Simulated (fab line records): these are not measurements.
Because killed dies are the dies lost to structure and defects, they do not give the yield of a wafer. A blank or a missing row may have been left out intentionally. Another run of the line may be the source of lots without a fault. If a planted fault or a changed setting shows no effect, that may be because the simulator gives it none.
Problem report in the 8D (eight disciplines) form, filled by code / flow berkeley_cmos170 / the parts of the form that need people (team, actions taken, sign-off) are left out

1. WHAT WENT WRONG
PWELL_NITRIDE_THK at UCB170_PWELL_THK_MEAS_06 reads a mean of 98.8 nm on 9 wafers of 3 lots; wafers without a fault read 220.3 nm with a standard deviation of 2. That puts it -61 standard deviations away from the usual mean.
Earliest sighting: wafer L895.1 on film_metro-04 at day 6 09:52. Wafers with a number at this step in the record: 45, from 15 lots. The rule behind "out" and "out of limits": a value lying over 4 standard deviations away from the usual mean. The other wafers with a number count as sound.

2. WHAT IT IS, AND WHAT IT ISN'T
question=which readings at this step; is=PWELL_NITRIDE_THK; is not=-
question=which lots; is=L895, L898, L899; is not=L879, L881, L883, L884, L885, L886, L887, L888, L889, L890, L891, L892
question=which wafers of those lots; is=all that have a number; is not=-
question=read on which gauges; is=film_metro-03, film_metro-04; is not=film_metro-01
question=when; is=from day 6 09:52; is not=up to then (36 sound wafers)

3. SUSPECTS, AND WHAT RULES EACH OUT
Counting: any tool at a process step up to the reading is kept as a suspect provided that every lot that is out went through it and no sound lot did after the first of them.
- the gauge at UCB170_PWELL_THK_MEAS_06: ruled out. The wafers that are out were read on 2 gauges (film_metro-03, film_metro-04).
- lpcvd-01 at UCB170_PWELL_CVD_05 (deposits Si3N4 from SiH2Cl2/NH3, target thk 220 nm, time 3300 s): kept. It processed each lot that is out, first L895 at day 6 07:57, and no sound lot thereafter; up to then, the last sound lot it processed was L890 at day 5 05:37. Out on those wafers are its own readings of spike_tc_centre_C, spike_tc_load_C, spike_tc_source_C, susceptor_temp_C.
Remaining after the count: lpcvd-01 at UCB170_PWELL_CVD_05.

4. THE CAUSE (what the simulator had put in)
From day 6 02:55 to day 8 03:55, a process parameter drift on lpcvd-01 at UCB170_PWELL_CVD_05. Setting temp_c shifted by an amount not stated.
After counting, this tool was the only one left.

5. THE CHAIN OF EFFECTS, in route order
One row per reading whose mean, taken over the struck wafers that have a number, lies over 3 standard deviations from the usual. Only readings whose record carries a usual standard deviation are examined. hours: median over the lots of the time between each lot's start at the first step of this table that gives one and its start at this step. sigmas: the change, counted in usual standard deviations.
hours=0; step=UCB170_PWELL_CVD_05; reading=spike_tc_centre_C; usual=802.6 C; on struck wafers=760.8; change=-41.8; sigmas=-30
hours=0; step=UCB170_PWELL_CVD_05; reading=spike_tc_load_C; usual=825.2 C; on struck wafers=781.1; change=-44.1; sigmas=-31
hours=0; step=UCB170_PWELL_CVD_05; reading=spike_tc_source_C; usual=821.6 C; on struck wafers=779.5; change=-42.1; sigmas=-21
hours=0; step=UCB170_PWELL_CVD_05; reading=susceptor_temp_C; usual=799.9 C; on struck wafers=757.4; change=-42.5; sigmas=-99 or more
hours=2; step=UCB170_PWELL_THK_MEAS_06; reading=PWELL_NITRIDE_THK; usual=220.3 nm; on struck wafers=98.8; change=-121.5; sigmas=-61
hours=3; step=UCB170_PWELL_ETCH_14; reading=oes_product_au; usual=0.940 a.u.; on struck wafers=0.635; change=-0.305; sigmas=-19
It contains these process steps:
- UCB170_PWELL_CVD_05: deposits Si3N4 from SiH2Cl2/NH3, target thk 220 nm, time 3300 s.
- UCB170_PWELL_ETCH_14: etches Si3N4 in CH3F/Ar/O2, stops on SiO2, target depth 242 nm, time 151 s.
Later steps that measure or inspect, where all struck wafers having a row at the step show a number for every such reading and not one has moved that far: UCB170_M1_CD_MEAS_09.

6. HOW IT WOULD HAVE BEEN CAUGHT EARLIER
Counted from the fault's start at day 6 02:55, it took 7 hours until the first out-of-limits reading at a measuring or inspecting step in this record, taken at day 6 09:52.
Tool's own readings at UCB170_PWELL_CVD_05, spike_tc_centre_C, spike_tc_load_C, spike_tc_source_C, susceptor_temp_C: out on all struck wafers the step has rows for; an alarm limit on them would have tripped on the first.
Among the 3 lots that are out, L898, L899 began UCB170_PWELL_CVD_05 on lpcvd-01 after day 6 09:52. A hold on the tool at that time would have spared those 2.
